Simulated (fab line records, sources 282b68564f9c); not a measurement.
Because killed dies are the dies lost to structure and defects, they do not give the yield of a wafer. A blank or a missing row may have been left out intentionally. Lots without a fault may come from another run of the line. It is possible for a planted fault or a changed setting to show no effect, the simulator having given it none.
Split-lot trial || flow rit-cmos || 23 wafers read across 5 lots, on a route 202 steps long

SPLIT DETAILS
At RIT_M1_EXPOSE_06 (exposes mask M12, target cd 2600 nm), the setting dose-mj was moved away from the recipe's 250 on 8 of the 23 wafers read, by -5.6% to +6.6%. This setting was run at the recipe's value on the other wafers.

FROM THE SPLIT TO THE READING: what the file shows between them, 6 steps
- RIT_M1_PEB_07
- RIT_M1_DEVELOP_08: develop time 68 s
- RIT_M1_CD_MEAS_09: target cd 2600 nm
- RIT_M1_METAL_ETCH_12: etches Al in Cl2/BCl3, stops on SiO2, time 165 s, target depth 600 nm (also split here: rf-w)
- RIT_M1_STRIP_13: strips in nmp, time 600 s
- RIT_M1_STRIP_14: strips in O2, time 180 s

THE READING
Shown in nm: cd-nm at RIT_M1_CD_MEAS_90, with target cd 2600 nm. Typical for fault-free wafers on this fab line: 2601 nm, with standard deviation 3.2 nm.

{"wafer": "L074.1", "tool, chamber at the split": "iline-stepper-01, 0", "dose-mj as run": 239, "against the recipe": "-4.4%", "cd-nm, nm": 2619, "against lot-mates on the recipe": "+15"}
{"wafer": "L074.3", "tool, chamber at the split": "iline-stepper-01, 0", "dose-mj as run": 239, "against the recipe": "-4.4%", "cd-nm, nm": 2612, "against lot-mates on the recipe": "+8"}
{"wafer": "L074.4", "tool, chamber at the split": "iline-stepper-01, 0", "dose-mj as run": 239, "against the recipe": "-4.4%", "cd-nm, nm": 2620, "against lot-mates on the recipe": "+16"}
{"wafer": "L074.5", "tool, chamber at the split": "iline-stepper-01, 0", "dose-mj as run": 250, "against the recipe": "recipe", "cd-nm, nm": 2606, "against lot-mates on the recipe": "-"}
{"wafer": "L074.6", "tool, chamber at the split": "iline-stepper-01, 0", "dose-mj as run": 250, "against the recipe": "recipe", "cd-nm, nm": 2602, "against lot-mates on the recipe": "-"}
{"wafer": "L076.1", "tool, chamber at the split": "iline-stepper-02, 0", "dose-mj as run": 250, "against the recipe": "recipe", "cd-nm, nm": 2597, "against lot-mates on the recipe": "-"}
{"wafer": "L076.2", "tool, chamber at the split": "iline-stepper-02, 0", "dose-mj as run": 250, "against the recipe": "recipe", "cd-nm, nm": 2600, "against lot-mates on the recipe": "-"}
{"wafer": "L076.3", "tool, chamber at the split": "iline-stepper-02, 0", "dose-mj as run": 250, "against the recipe": "recipe", "cd-nm, nm": 2597, "against lot-mates on the recipe": "-"}
{"wafer": "L076.5", "tool, chamber at the split": "iline-stepper-02, 0", "dose-mj as run": 250, "against the recipe": "recipe", "cd-nm, nm": 2599, "against lot-mates on the recipe": "-"}
{"wafer": "L076.6", "tool, chamber at the split": "iline-stepper-02, 0", "dose-mj as run": 250, "against the recipe": "recipe", "cd-nm, nm": 2600, "against lot-mates on the recipe": "-"}
{"wafer": "L080.2", "tool, chamber at the split": "iline-stepper-01, 0", "dose-mj as run": 250, "against the recipe": "recipe", "cd-nm, nm": 2598, "against lot-mates on the recipe": "-"}
{"wafer": "L080.4", "tool, chamber at the split": "iline-stepper-01, 0", "dose-mj as run": 250, "against the recipe": "recipe", "cd-nm, nm": 2598, "against lot-mates on the recipe": "-"}
{"wafer": "L080.6", "tool, chamber at the split": "iline-stepper-01, 0", "dose-mj as run": 250, "against the recipe": "recipe", "cd-nm, nm": 2597, "against lot-mates on the recipe": "-"}
{"wafer": "L081.1", "tool, chamber at the split": "iline-stepper-02, 0", "dose-mj as run": 266.4, "against the recipe": "+6.6%", "cd-nm, nm": 2582, "against lot-mates on the recipe": -22}
{"wafer": "L081.3", "tool, chamber at the split": "iline-stepper-02, 0", "dose-mj as run": 250, "against the recipe": "recipe", "cd-nm, nm": 2601, "against lot-mates on the recipe": "-"}
{"wafer": "L081.4", "tool, chamber at the split": "iline-stepper-02, 0", "dose-mj as run": 250, "against the recipe": "recipe", "cd-nm, nm": 2608, "against lot-mates on the recipe": "-"}
{"wafer": "L081.5", "tool, chamber at the split": "iline-stepper-02, 0", "dose-mj as run": 266.4, "against the recipe": "+6.6%", "cd-nm, nm": 2586, "against lot-mates on the recipe": -18}
{"wafer": "L081.6", "tool, chamber at the split": "iline-stepper-02, 0", "dose-mj as run": 266.4, "against the recipe": "+6.6%", "cd-nm, nm": 2589, "against lot-mates on the recipe": -16}
{"wafer": "L084.1", "tool, chamber at the split": "iline-stepper-02, 0", "dose-mj as run": 250, "against the recipe": "recipe", "cd-nm, nm": 2606, "against lot-mates on the recipe": "-"}
{"wafer": "L084.2", "tool, chamber at the split": "iline-stepper-02, 0", "dose-mj as run": 250, "against the recipe": "recipe", "cd-nm, nm": 2595, "against lot-mates on the recipe": "-"}
{"wafer": "L084.4", "tool, chamber at the split": "iline-stepper-02, 0", "dose-mj as run": 250, "against the recipe": "recipe", "cd-nm, nm": 2605, "against lot-mates on the recipe": "-"}
{"wafer": "L084.5", "tool, chamber at the split": "iline-stepper-02, 0", "dose-mj as run": 235.9, "against the recipe": "-5.6%", "cd-nm, nm": 2623, "against lot-mates on the recipe": "+21"}
{"wafer": "L084.6", "tool, chamber at the split": "iline-stepper-02, 0", "dose-mj as run": 235.9, "against the recipe": "-5.6%", "cd-nm, nm": 2611, "against lot-mates on the recipe": "+9"}

THE FIT
A straight line over all 23 wafers: cd-nm changes by -2.75 nm for each +1% of dose-mj; r = -0.91; the points scatter about the line by 4.5 nm.
The same after taking each lot's own level away (the mean of its wafers on the recipe; 23 wafers): -2.84 nm for each +1%; r = -0.94; scatter 3.5 nm.
According to that fit, moving dose-mj by its largest amount changes the reading by 19 nm.
Measured against the standard deviation above, the lots' own levels, which go from 2597.7 to 2604.5 nm, span 2.1 times it.
Consequently the slope shifts little with the lot-to-lot level, the two slopes agreeing.
Check: for one of the wafers moved furthest among these (+6.6%), held out of the fit, the line's prediction against its lot-mates is -17.5 nm. It came out at -22.5 nm against them.

THESE WAFERS: OTHER SPLITS
These wafers also went through other splits before the reading. Each is held against what the fit with the lots' levels taken away leaves over:
{"other split on the same wafers": "RIT_CONTACT_EXPOSE_05 dose-mj", "wafers away from the commonest value": 8, "r with cd-nm (lot level and that fit taken away)": "+0.01"}
{"other split on the same wafers": "RIT_CONTACT_DEVELOP_07 develop-time-s", "wafers away from the commonest value": 8, "r with cd-nm (lot level and that fit taken away)": "+0.37"}
{"other split on the same wafers": "RIT_M1_METAL_ETCH_12 rf-w", "wafers away from the commonest value": 8, "r with cd-nm (lot level and that fit taken away)": -0.64}

THE WHOLE CHAIN: every reading that the file lists as answering this split, in the file's order
{"step": "RIT_M1_CD_MEAS_09", "what it does": "target cd 2600 nm", "reading": "cd-nm", "change (the file's fit)": "-2.73 nm for each +1% of the setting", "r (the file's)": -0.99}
{"step": "RIT_M1_METAL_ETCH_12", "what it does": "etches Al in Cl2/BCl3, stops on SiO2, time 165 s, target depth 600 nm", "reading": "M1.cd-nm (the simulator's own value, which no gauge read)", "change (the file's fit)": "-2.81 nm for each +1% of the setting", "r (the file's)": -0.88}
{"step": "RIT_M1_CD_MEAS_90", "what it does": "target cd 2600 nm", "reading": "cd-nm", "change (the file's fit)": "-2.82 nm for each +1% of the setting", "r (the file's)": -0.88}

FILE'S OWN FIT
cd-nm changes by -2.82 nm for each +1% of dose-mj, r = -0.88.
